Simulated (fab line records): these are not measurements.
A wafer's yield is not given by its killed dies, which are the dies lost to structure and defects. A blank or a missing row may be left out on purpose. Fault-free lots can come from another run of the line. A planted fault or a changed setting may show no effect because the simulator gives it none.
Which of the tools did it? || flow berkeley_cmos170 || Sampling: 15 lots, 45 wafers, 2 of 331 route steps

## WHAT THE GAUGES READ, wafer by wafer
UCB170_GATE_CD_MEAS_12: the cd target is 350 nm. Usual: 350.7 nm for cd_nm, sd 1.4.
{"lot": "L188", "measured": "day 6 23:36", "on": "cd_sem-02", "cd_nm (nm)": "354.0 352.5 351.9", "flag": ""}
{"lot": "L189", "measured": "day 6 23:44", "on": "cd_sem-01", "cd_nm (nm)": "350.3 350.2 350.5", "flag": ""}
{"lot": "L192", "measured": "day 7 06:40", "on": "cd_sem-01", "cd_nm (nm)": "351.3 351.9 352.6", "flag": ""}
{"lot": "L190", "measured": "day 7 07:07", "on": "cd_sem-01", "cd_nm (nm)": "351.0 350.3 350.9", "flag": ""}
{"lot": "L194", "measured": "day 7 10:09", "on": "cd_sem-01", "cd_nm (nm)": "350.4 353.0 352.0", "flag": ""}
{"lot": "L195", "measured": "day 8 11:29", "on": "cd_sem-01", "cd_nm (nm)": "350.7 350.5 350.7", "flag": ""}
{"lot": "L197", "measured": "day 8 11:45", "on": "cd_sem-02", "cd_nm (nm)": "350.4 350.1 349.6", "flag": ""}
{"lot": "L200", "measured": "day 8 15:37", "on": "cd_sem-02", "cd_nm (nm)": "349.7 349.6 349.7", "flag": ""}
{"lot": "L199", "measured": "day 8 16:08", "on": "cd_sem-01", "cd_nm (nm)": "352.7 352.8 351.4", "flag": ""}
{"lot": "L201", "measured": "day 9 11:34", "on": "cd_sem-02", "cd_nm (nm)": "351.7 351.2 351.4", "flag": ""}
{"lot": "L204", "measured": "day 9 23:56", "on": "cd_sem-01", "cd_nm (nm)": "348.1 347.7 349.2", "flag": ""}
{"lot": "L206", "measured": "day 10 15:17", "on": "cd_sem-02", "cd_nm (nm)": "352.2 351.6 350.4", "flag": ""}
{"lot": "L205", "measured": "day 11 00:41", "on": "cd_sem-02", "cd_nm (nm)": "348.5 346.9 347.9", "flag": ""}
{"lot": "L209", "measured": "day 11 00:55", "on": "cd_sem-02", "cd_nm (nm)": "349.2 348.9 349.5", "flag": ""}
{"lot": "L208", "measured": "day 11 15:54", "on": "cd_sem-02", "cd_nm (nm)": "351.6 353.7 353.1", "flag": ""}

UCB170_PLDD_OVL_MEAS_07. Usual: PLDD_OVL typically reads -2 nm, with standard deviation 5.8.
{"lot": "L188", "measured": "day 7 02:04", "on": "overlay-02", "PLDD_OVL (nm)": "0 11 2", "flag": ""}
{"lot": "L189", "measured": "day 7 02:45", "on": "overlay-02", "PLDD_OVL (nm)": "-1 -3 -4", "flag": ""}
{"lot": "L192", "measured": "day 7 09:26", "on": "overlay-02", "PLDD_OVL (nm)": "-3 -5 0", "flag": ""}
{"lot": "L190", "measured": "day 7 09:43", "on": "overlay-01", "PLDD_OVL (nm)": "-2 1 7", "flag": ""}
{"lot": "L194", "measured": "day 7 12:11", "on": "overlay-01", "PLDD_OVL (nm)": "-1 1 1", "flag": ""}
{"lot": "L195", "measured": "day 8 13:14", "on": "overlay-01", "PLDD_OVL (nm)": "-6 -8 -5", "flag": ""}
{"lot": "L197", "measured": "day 8 13:22", "on": "overlay-02", "PLDD_OVL (nm)": "1 -8 -10", "flag": ""}
{"lot": "L200", "measured": "day 8 19:15", "on": "overlay-02", "PLDD_OVL (nm)": "-1 -5 -6", "flag": ""}
{"lot": "L199", "measured": "day 8 19:32", "on": "overlay-01", "PLDD_OVL (nm)": "3 7 1", "flag": ""}
{"lot": "L201", "measured": "day 9 13:17", "on": "overlay-01", "PLDD_OVL (nm)": "3 6 5", "flag": ""}
{"lot": "L204", "measured": "day 10 01:55", "on": "overlay-01", "PLDD_OVL (nm)": "-6 -9 -4", "flag": ""}
{"lot": "L206", "measured": "day 10 16:55", "on": "overlay-01", "PLDD_OVL (nm)": "-8 -15 -9", "flag": ""}
{"lot": "L205", "measured": "day 11 03:14", "on": "overlay-01", "PLDD_OVL (nm)": "-7 -9 2", "flag": ""}
{"lot": "L209", "measured": "day 11 03:03", "on": "overlay-02", "PLDD_OVL (nm)": "1 1 3", "flag": ""}
{"lot": "L208", "measured": "day 11 17:46", "on": "overlay-02", "PLDD_OVL (nm)": "-5 -4 -11", "flag": ""}

## TOOL THAT RAN EACH LOT (tool first, then ch and the chambers of the sampled wafers, then the start)
Record: no process step prior to these readings.

## AS READ BY THE TOOLS THEMSELVES (means over the sampled wafers that have a number; for cases with no such wafer, the mark the record gives instead)
The record holds no such reading with a usual standard deviation.

## THE ANSWER, worked out from the rows above alone
Rule: take the mean of a lot's wafers that have a number; if it is more than 3 standard deviations from the usual mean, the lot is off. A lot without any number at a reading at which 4 lots or more have one is off too. Where the step has rows for the other lots, those lots are counted as sound. First the gauges in route order, then the tools' own readings, where a lot's mean is used as printed above. The first step at which some lot is off is used, and at that step the reading that is off furthest; a lot without a number counts as furthest.
None of the lots is off at any reading shown; this tells nothing.

## WHAT THE SIMULATOR PUT IN
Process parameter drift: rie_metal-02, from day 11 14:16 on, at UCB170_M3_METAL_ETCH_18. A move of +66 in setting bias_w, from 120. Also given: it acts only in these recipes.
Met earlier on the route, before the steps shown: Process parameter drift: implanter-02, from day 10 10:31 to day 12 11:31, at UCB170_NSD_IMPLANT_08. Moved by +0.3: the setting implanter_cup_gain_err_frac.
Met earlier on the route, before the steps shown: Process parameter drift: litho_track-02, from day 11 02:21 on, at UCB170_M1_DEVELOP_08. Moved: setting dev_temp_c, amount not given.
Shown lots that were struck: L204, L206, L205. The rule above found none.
